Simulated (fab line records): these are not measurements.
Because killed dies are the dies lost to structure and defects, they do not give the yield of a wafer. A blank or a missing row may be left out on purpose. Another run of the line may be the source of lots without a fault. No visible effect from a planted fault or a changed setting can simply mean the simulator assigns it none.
A struck lot beside a sound one + flow ritCmos + 10 steps out of a route of 202
Sound: the wafers L583.1, L583.2, L583.6. Struck: wafers L590.1, L590.3, L590.5. Last of all comes the cause.
At each step with rows: each side's tool, then ch and its chambers, then its first start. Under that, the readings that differ: sound wafers + struck wafers + difference of the means + sigmas: that difference in standard deviations of wafers without a fault.
alike: readings with means less than 2 such deviations apart, plus words and numbers identical on both sides. not compared: withheld readings, readings lacking a value on some wafer, bounds such as >300 that could conceal the same value, and numbers that have no deviation in the record and whose values overlap.
A row with sigmas, a row that says differs or no value, or rows on one side alone: a step with any of these is where the two part. Numbers that don't overlap but have no deviation are shown without sigmas and don't part them. Lack of a reading on every wafer of one side parts them only where that side has two or more wafers.

RIT_ACTIVE_BOW_MEAS_00:
  struck on filmMetro-03, day 3 17:00; sound on filmMetro-02, day 2 06:00
  alike: INCOMING_BOW
then, 1 step without rows for these wafers: RIT_ACTIVE_OXIDATION_01 (target thk 46.8 nm, ox time 3360 s).
RIT_ACTIVE_THK_MEAS_02:
  struck on filmMetro-02, day 3 19:03; sound on filmMetro-01, day 2 08:58
  alike: ACTIVE_OXIDE_THK
then, 1 step without rows for these wafers: RIT_ACTIVE_CVD_03 (deposits Si3N4 from SiH2Cl2/NH3, target thk 150 nm, time 1500 s).
RIT_ACTIVE_THK_MEAS_04:
  struck on filmMetro-01, day 3 20:32; sound on filmMetro-02, day 2 11:09
  alike: ACTIVE_NITRIDE_THK
then, 3 steps without rows for these wafers: RIT_ACTIVE_HMDS_05 (prime time 60 s); RIT_ACTIVE_COAT_06 (resist thk 1000 nm); RIT_ACTIVE_SOFTBAKE_07 (time 60 s).
RIT_ACTIVE_EXPOSE_08: exposes mask M1, target cd 1400 nm.
  struck on ilineStepper-02, day 3 21:10; sound on ilineStepper-01 ch 0, day 2 11:40
  no value came back on the struck wafers for exposureDoseMJCm2, focusOffsetNm (nm), reticleTempC (C), stageVelMmS (mm/s); on the sound wafers exposureDoseMJCm2 reads 226.04 225.79 225.72
  alike: mask
following that, these wafers have no rows for 1 step: RIT_ACTIVE_PEB_09.

## WHERE THEY PART
Within this record, at RIT_ACTIVE_EXPOSE_08 only.

WHY: the cause the simulator had injected
Beginning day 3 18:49, the whole step at RIT_ACTIVE_EXPOSE_08 was skipped on ilineStepper-02. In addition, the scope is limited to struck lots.
